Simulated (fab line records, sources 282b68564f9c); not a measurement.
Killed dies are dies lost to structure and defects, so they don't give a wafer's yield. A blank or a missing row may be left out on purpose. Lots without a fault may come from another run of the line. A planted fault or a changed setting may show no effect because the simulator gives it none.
Problem report in the 8D (eight disciplines) form, filled by code | flow rit_cmos | the parts of the form that need people (team, actions taken, sign-off) are left out

1. THE PROBLEM
NWELL_TW at RIT_NWELL_TW_MEAS_10 reads a mean of 2011 on 6 wafers of 2 lots; wafers without a fault read 2158 with a standard deviation of 11. That is -13 standard deviations from the usual mean.
First seen on wafer L107.2, day 4 08:59, on film_metro-03. The record holds 42 wafers of 14 lots with a number at this step. Rule for "out", or "out of limits": more than 4 standard deviations from the usual mean. The other wafers with a number count as sound.

2. WHAT IT IS AND WHAT IT IS NOT
question                    | is                           | is not
which readings at this step | NWELL_TW                     | -
which lots                  | L107, L108                   | L100, L103, L112, L113, L114, L115, L117, L118, L996, L997, L998, L999
which wafers of those lots  | all that have a number       | -
read on which gauges        | film_metro-01, film_metro-03 | film_metro-04
when                        | from day 4 08:59             | up to then (18 sound wafers); but 18 sound wafers of L112, L113, L114, L115, L117, L118 came after

3. SUSPECTS, AND WHAT RULES EACH OUT
Counting: a tool at a process step up to the reading stays a suspect if it ran every lot that is out and no sound lot after the first of them.
- the gauge at RIT_NWELL_TW_MEAS_10: ruled out. The wafers that are out were read on 2 gauges (film_metro-01, film_metro-03).
- implanter-04 at RIT_NWELL_IMPLANT_08: kept. It ran every lot that is out, first L107 (day 4 08:41), and no sound lot after that; its last sound lot up to then is L999 (day 2 16:39). Its own readings are out on those wafers: beam_on_s, faraday_current_uA.
Left after counting: implanter-04 at RIT_NWELL_IMPLANT_08.

4. THE CAUSE (what the simulator had put in)
Process parameter drift: implanter-04, from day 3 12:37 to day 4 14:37, at RIT_NWELL_IMPLANT_08. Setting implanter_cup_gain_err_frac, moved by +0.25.
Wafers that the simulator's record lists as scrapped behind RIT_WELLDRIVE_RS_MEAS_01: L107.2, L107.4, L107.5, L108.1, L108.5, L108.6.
Counting left only this tool.

5. THE CHAIN OF EFFECTS, in route order
Each row: a reading whose mean over the struck wafers that have a number lies more than 3 standard deviations from the usual. Only readings for which the record gives a usual standard deviation are gone through. hours: the time from each lot's start at the first step in this table that gives one to its start at this step, as a median over the lots. sigmas: the change in usual standard deviations.
hours | step                     | reading            | usual        | on struck wafers | change | sigmas
0     | RIT_NWELL_IMPLANT_08     | beam_on_s          | 9.99 s       | 8.00             | -1.99  | -9.5
0     | RIT_NWELL_IMPLANT_08     | faraday_current_uA | 156          | 195              | +39    | +12
0     | RIT_NWELL_TW_MEAS_10     | NWELL_TW           | 2158         | 2011             | -147   | -13
11    | RIT_WELLDRIVE_RS_MEAS_01 | NWELL_RS           | 278.1 ohm/sq | 319.1            | +41.0  | +55
The process steps in it:
- RIT_NWELL_IMPLANT_08

6. WHAT WOULD HAVE CAUGHT IT SOONER
In this record the first reading out of limits at a measuring or inspecting step was taken at day 4 08:59, 20 hours after the fault began at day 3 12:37.
The tool's own readings at RIT_NWELL_IMPLANT_08 were out on every struck wafer that the step has a row for (beam_on_s, faraday_current_uA): an alarm limit on them would have fired on the first of those.
Of the lots that are out (2), L108 began RIT_NWELL_IMPLANT_08 on implanter-04 after day 4 08:59. A hold on the tool at that time would have spared it.
